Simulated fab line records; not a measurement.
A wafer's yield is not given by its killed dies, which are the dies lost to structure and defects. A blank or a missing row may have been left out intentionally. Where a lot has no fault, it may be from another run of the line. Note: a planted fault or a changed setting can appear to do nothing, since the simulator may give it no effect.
Split-lot study / flow berkeleyCmos170 / 5 lots, 23 wafers read, on a route of 331 steps

SPLIT DETAILS
At UCB170_M1_METAL_ETCH_12 (etches Al in Cl2/BCl3, stops on PSG, target depth 780 nm, time 130 s), the setting timeS was moved away from the recipe's 130 s on 9 of the 23 wafers read, by -14.2% to +4.5%. The other wafers ran this setting at the recipe's value.

THE PATH FROM SPLIT TO READING: the file shows 1 step between them
- UCB170_M1_STRIP_13: strips in O2

THE READING
Shown in nm: cdNm at UCB170_M1_CD_MEAS_90, with target cd 700 nm. A value of 697.4 nm with a standard deviation of 2 nm is what fault-free wafers of this fab line usually give.

wafer=L075.1; tool, chamber at the split=rieMetal-02, 1; timeS as run, s=130; against the recipe=recipe; cdNm, nm=695.5; against lot-mates on the recipe=-
wafer=L075.2; tool, chamber at the split=rieMetal-02, 0; timeS as run, s=130; against the recipe=recipe; cdNm, nm=698.4; against lot-mates on the recipe=-
wafer=L075.3; tool, chamber at the split=rieMetal-02, 1; timeS as run, s=130; against the recipe=recipe; cdNm, nm=698.5; against lot-mates on the recipe=-
wafer=L075.4; tool, chamber at the split=rieMetal-02, 0; timeS as run, s=130; against the recipe=recipe; cdNm, nm=697.9; against lot-mates on the recipe=-
wafer=L075.6; tool, chamber at the split=rieMetal-02, 0; timeS as run, s=130; against the recipe=recipe; cdNm, nm=700.0; against lot-mates on the recipe=-
wafer=L078.1; tool, chamber at the split=rieMetal-02, 0; timeS as run, s=130; against the recipe=recipe; cdNm, nm=695.1; against lot-mates on the recipe=-
wafer=L078.2; tool, chamber at the split=rieMetal-02, 1; timeS as run, s=130; against the recipe=recipe; cdNm, nm=692.2; against lot-mates on the recipe=-
wafer=L078.3; tool, chamber at the split=rieMetal-02, 0; timeS as run, s=135.8; against the recipe=+4.5%; cdNm, nm=694.2; against lot-mates on the recipe=+0.5
wafer=L078.5; tool, chamber at the split=rieMetal-02, 1; timeS as run, s=135.8; against the recipe=+4.5%; cdNm, nm=692.4; against lot-mates on the recipe=-1.3
wafer=L078.6; tool, chamber at the split=rieMetal-02, 0; timeS as run, s=135.8; against the recipe=+4.5%; cdNm, nm=691.8; against lot-mates on the recipe=-1.9
wafer=L080.1; tool, chamber at the split=rieMetal-01, 0; timeS as run, s=111.6; against the recipe=-14.2%; cdNm, nm=701.7; against lot-mates on the recipe=+4.4
wafer=L080.2; tool, chamber at the split=rieMetal-01, 0; timeS as run, s=130; against the recipe=recipe; cdNm, nm=696.3; against lot-mates on the recipe=-
wafer=L080.4; tool, chamber at the split=rieMetal-01, 0; timeS as run, s=111.6; against the recipe=-14.2%; cdNm, nm=702.4; against lot-mates on the recipe=+5.1
wafer=L080.5; tool, chamber at the split=rieMetal-01, 0; timeS as run, s=130; against the recipe=recipe; cdNm, nm=698.3; against lot-mates on the recipe=-
wafer=L080.6; tool, chamber at the split=rieMetal-01, 0; timeS as run, s=111.6; against the recipe=-14.2%; cdNm, nm=702.2; against lot-mates on the recipe=+4.9
wafer=L082.2; tool, chamber at the split=rieMetal-04, 0; timeS as run, s=130; against the recipe=recipe; cdNm, nm=698.2; against lot-mates on the recipe=-
wafer=L082.3; tool, chamber at the split=rieMetal-04, 0; timeS as run, s=130; against the recipe=recipe; cdNm, nm=697.9; against lot-mates on the recipe=-
wafer=L082.6; tool, chamber at the split=rieMetal-04, 0; timeS as run, s=130; against the recipe=recipe; cdNm, nm=696.9; against lot-mates on the recipe=-
wafer=L085.2; tool, chamber at the split=rieMetal-04, 0; timeS as run, s=112.5; against the recipe=-13.5%; cdNm, nm=702.1; against lot-mates on the recipe=+6.1
wafer=L085.3; tool, chamber at the split=rieMetal-04, 0; timeS as run, s=112.5; against the recipe=-13.5%; cdNm, nm=704.5; against lot-mates on the recipe=+8.5
wafer=L085.4; tool, chamber at the split=rieMetal-04, 1; timeS as run, s=130; against the recipe=recipe; cdNm, nm=695.7; against lot-mates on the recipe=-
wafer=L085.5; tool, chamber at the split=rieMetal-04, 0; timeS as run, s=112.5; against the recipe=-13.5%; cdNm, nm=702.5; against lot-mates on the recipe=+6.5
wafer=L085.6; tool, chamber at the split=rieMetal-04, 1; timeS as run, s=130; against the recipe=recipe; cdNm, nm=696.2; against lot-mates on the recipe=-

THE FIT
A straight line over all 23 wafers: cdNm changes by -0.459 nm for each +1% of timeS; r = -0.87; the points scatter about the line by 1.8 nm.
The same after taking each lot's own level away (the mean of its wafers on the recipe; 23 wafers): -0.403 nm for each +1%; r = -0.90; scatter 1.3 nm.
The reading moves by 5.7 nm for the largest change in timeS, on that fit.
The span of the lots' own levels, 693.65 to 698.06 nm, comes to 2.2 times the standard deviation stated above.
Thus the slope moves with the lot-to-lot level: the two fits are different.
Check: +6.24 nm against its lot-mates is what the line predicts for one of the wafers moved furthest among these (-14.2%) when that wafer is left out of the fit. Against them it came out at +4.4 nm.
Tool readings at the split's step, against how far the setting was moved: oesProductAu r = -0.95.

OTHER SPLITS ON THESE WAFERS
Note: prior to the reading, these wafers also went through further splits. Each is held against what the fit with the lots' levels taken away leaves over:
other split on the same wafers=UCB170_NLDD_PEB_04 pebTempC; wafers away from the commonest value=5; r with cdNm (lot level and that fit taken away)=-0.16
other split on the same wafers=UCB170_NSD_PEB_04 pebTempC; wafers away from the commonest value=7; r with cdNm (lot level and that fit taken away)=+0.06
other split on the same wafers=UCB170_NSD_IMPLANT_08 energyKev; wafers away from the commonest value=8; r with cdNm (lot level and that fit taken away)=-0.12
other split on the same wafers=UCB170_SILICIDE_SPUTTER_01 powerW; wafers away from the commonest value=7; r with cdNm (lot level and that fit taken away)=-0.22
other split on the same wafers=UCB170_CONTACT_COAT_10 spinRpm; wafers away from the commonest value=11; r with cdNm (lot level and that fit taken away)=+0.13

THE WHOLE CHAIN: every reading that the file lists as answering this split, in the file's order
step=UCB170_M1_METAL_ETCH_12; what it does=etches Al in Cl2/BCl3, stops on PSG, target depth 780 nm, time 130 s; reading=oesProductAu; change (the file's fit)=-0.00491 a.u. for each +1% of the setting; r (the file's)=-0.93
step=UCB170_M1_METAL_ETCH_12; what it does=etches Al in Cl2/BCl3, stops on PSG, target depth 780 nm, time 130 s; reading=KrF_of_M1_COAT_04.thkNm (the simulator's own value, which no gauge read); change (the file's fit)=-3.63 nm for each +1% of the setting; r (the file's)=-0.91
step=UCB170_M1_METAL_ETCH_12; what it does=etches Al in Cl2/BCl3, stops on PSG, target depth 780 nm, time 130 s; reading=M1.cdNm (the simulator's own value, which no gauge read); change (the file's fit)=-0.416 nm for each +1% of the setting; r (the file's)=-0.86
step=UCB170_M1_CD_MEAS_90; what it does=target cd 700 nm; reading=cdNm; change (the file's fit)=-0.415 nm for each +1% of the setting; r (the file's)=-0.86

THE FILE'S OWN FIT
cdNm changes by -0.415 nm for each +1% of timeS, r = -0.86.
